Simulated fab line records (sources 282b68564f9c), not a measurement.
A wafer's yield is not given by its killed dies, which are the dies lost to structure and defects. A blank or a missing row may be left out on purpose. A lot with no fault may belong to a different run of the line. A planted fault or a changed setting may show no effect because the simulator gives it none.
Split-lot experiment / flow ritCmos / 5 lots, 23 wafers read, on a route of 202 steps

== ABOUT THE SPLIT ==
At RIT_NWELL_COAT_01 (resist thk 1300 nm), the setting resistThkNm was moved away from the recipe's 1300 nm on 7 of the 23 wafers read, by -4.9% to -2.5%. This setting was run at the recipe's value on the other wafers.

Between the split and the reading, the file records no step.

== THE READING ==
NOVOLAK_of_NWELL_COAT_01.thkNm (the simulator's own value, which no gauge read), in nm, at RIT_NWELL_SOFTBAKE_02 (time 60 s). No usual value for it is given in the file. Across the 16 wafers here that went through the recipe, the average is 1298 nm and the standard deviation 3.4 nm.

wafer=L075.1; tool, chamber at the split=lithoTrack-01, 0; resistThkNm as run, nm=1300; against the recipe=recipe; NOVOLAK_of_NWELL_COAT_01.thkNm, nm=1297; against lot-mates on the recipe=-
wafer=L075.2; tool, chamber at the split=lithoTrack-01, 0; resistThkNm as run, nm=1260; against the recipe=-3.1%; NOVOLAK_of_NWELL_COAT_01.thkNm, nm=1258; against lot-mates on the recipe=-39
wafer=L075.4; tool, chamber at the split=lithoTrack-01, 0; resistThkNm as run, nm=1260; against the recipe=-3.1%; NOVOLAK_of_NWELL_COAT_01.thkNm, nm=1258; against lot-mates on the recipe=-39
wafer=L075.3; tool, chamber at the split=lithoTrack-01, 0; resistThkNm as run, nm=1300; against the recipe=recipe; NOVOLAK_of_NWELL_COAT_01.thkNm, nm=1299; against lot-mates on the recipe=-
wafer=L075.6; tool, chamber at the split=lithoTrack-01, 0; resistThkNm as run, nm=1300; against the recipe=recipe; NOVOLAK_of_NWELL_COAT_01.thkNm, nm=1296; against lot-mates on the recipe=-
wafer=L076.1; tool, chamber at the split=lithoTrack-02, 0; resistThkNm as run, nm=1300; against the recipe=recipe; NOVOLAK_of_NWELL_COAT_01.thkNm, nm=1299; against lot-mates on the recipe=-
wafer=L076.2; tool, chamber at the split=lithoTrack-02, 0; resistThkNm as run, nm=1268; against the recipe=-2.5%; NOVOLAK_of_NWELL_COAT_01.thkNm, nm=1272; against lot-mates on the recipe=-28
wafer=L076.3; tool, chamber at the split=lithoTrack-02, 0; resistThkNm as run, nm=1268; against the recipe=-2.5%; NOVOLAK_of_NWELL_COAT_01.thkNm, nm=1273; against lot-mates on the recipe=-28
wafer=L076.4; tool, chamber at the split=lithoTrack-02, 0; resistThkNm as run, nm=1268; against the recipe=-2.5%; NOVOLAK_of_NWELL_COAT_01.thkNm, nm=1265; against lot-mates on the recipe=-36
wafer=L076.6; tool, chamber at the split=lithoTrack-02, 0; resistThkNm as run, nm=1300; against the recipe=recipe; NOVOLAK_of_NWELL_COAT_01.thkNm, nm=1302; against lot-mates on the recipe=-
wafer=L081.1; tool, chamber at the split=lithoTrack-04, 0; resistThkNm as run, nm=1300; against the recipe=recipe; NOVOLAK_of_NWELL_COAT_01.thkNm, nm=1291; against lot-mates on the recipe=-
wafer=L081.3; tool, chamber at the split=lithoTrack-04, 0; resistThkNm as run, nm=1300; against the recipe=recipe; NOVOLAK_of_NWELL_COAT_01.thkNm, nm=1306; against lot-mates on the recipe=-
wafer=L081.4; tool, chamber at the split=lithoTrack-04, 0; resistThkNm as run, nm=1236; against the recipe=-4.9%; NOVOLAK_of_NWELL_COAT_01.thkNm, nm=1236; against lot-mates on the recipe=-62
wafer=L081.5; tool, chamber at the split=lithoTrack-04, 0; resistThkNm as run, nm=1300; against the recipe=recipe; NOVOLAK_of_NWELL_COAT_01.thkNm, nm=1298; against lot-mates on the recipe=-
wafer=L081.6; tool, chamber at the split=lithoTrack-04, 0; resistThkNm as run, nm=1236; against the recipe=-4.9%; NOVOLAK_of_NWELL_COAT_01.thkNm, nm=1240; against lot-mates on the recipe=-58
wafer=L082.1; tool, chamber at the split=lithoTrack-04, 0; resistThkNm as run, nm=1300; against the recipe=recipe; NOVOLAK_of_NWELL_COAT_01.thkNm, nm=1297; against lot-mates on the recipe=-
wafer=L082.3; tool, chamber at the split=lithoTrack-04, 0; resistThkNm as run, nm=1300; against the recipe=recipe; NOVOLAK_of_NWELL_COAT_01.thkNm, nm=1295; against lot-mates on the recipe=-
wafer=L082.5; tool, chamber at the split=lithoTrack-04, 0; resistThkNm as run, nm=1300; against the recipe=recipe; NOVOLAK_of_NWELL_COAT_01.thkNm, nm=1300; against lot-mates on the recipe=-
wafer=L083.2; tool, chamber at the split=lithoTrack-02, 0; resistThkNm as run, nm=1300; against the recipe=recipe; NOVOLAK_of_NWELL_COAT_01.thkNm, nm=1301; against lot-mates on the recipe=-
wafer=L083.3; tool, chamber at the split=lithoTrack-02, 0; resistThkNm as run, nm=1300; against the recipe=recipe; NOVOLAK_of_NWELL_COAT_01.thkNm, nm=1300; against lot-mates on the recipe=-
wafer=L083.4; tool, chamber at the split=lithoTrack-02, 0; resistThkNm as run, nm=1300; against the recipe=recipe; NOVOLAK_of_NWELL_COAT_01.thkNm, nm=1297; against lot-mates on the recipe=-
wafer=L083.5; tool, chamber at the split=lithoTrack-02, 0; resistThkNm as run, nm=1300; against the recipe=recipe; NOVOLAK_of_NWELL_COAT_01.thkNm, nm=1296; against lot-mates on the recipe=-
wafer=L083.6; tool, chamber at the split=lithoTrack-02, 0; resistThkNm as run, nm=1300; against the recipe=recipe; NOVOLAK_of_NWELL_COAT_01.thkNm, nm=1302; against lot-mates on the recipe=-

FIT RESULTS
A straight line over all 23 wafers: NOVOLAK_of_NWELL_COAT_01.thkNm changes by +12.3 nm for each +1% of resistThkNm; r = +0.99; the points scatter about the line by 3.4 nm.
The same after taking each lot's own level away (the mean of its wafers on the recipe; 23 wafers): +12.4 nm for each +1%; r = +0.99; scatter 3.2 nm.
According to that fit, moving resistThkNm by its largest amount changes the reading by 61 nm.
Across the lots, their own levels run from 1297.3 to 1300.5 nm, a range of 0.9 times the standard deviation given above.
Consequently the slope shifts little with the lot-to-lot level, the two slopes agreeing.
Check: -60.5 nm against its lot-mates is what the line predicts for one of the wafers moved furthest among these (-4.9%) when that wafer is left out of the fit. Against them it came out at -62.3 nm.

== ADDITIONAL SPLITS CARRIED BY THESE WAFERS ==
Before the reading, these wafers also passed through other splits. Each is held against what the fit with the lots' levels taken away leaves over:
other split on the same wafers=RIT_ACTIVE_ETCH_13 timeS; wafers away from the commonest value=4; r with NOVOLAK_of_NWELL_COAT_01.thkNm (lot level and that fit taken away)=-0.10

== THE WHOLE CHAIN: every reading that the file lists as answering this split, in the file's order ==
step=RIT_NWELL_COAT_01; what it does=resist thk 1300 nm; reading=NOVOLAK_of_NWELL_COAT_01.thkNm (the simulator's own value, which no gauge read); change (the file's fit)=+13.2 nm for each +1% of the setting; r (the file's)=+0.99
step=RIT_NWELL_SOFTBAKE_02; what it does=time 60 s; reading=NOVOLAK_of_NWELL_COAT_01.thkNm (the simulator's own value, which no gauge read); change (the file's fit)=+12.4 nm for each +1% of the setting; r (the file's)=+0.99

== THE FILE'S OWN FIT ==
NOVOLAK_of_NWELL_COAT_01.thkNm changes by +12.4 nm for each +1% of resistThkNm, r = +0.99.
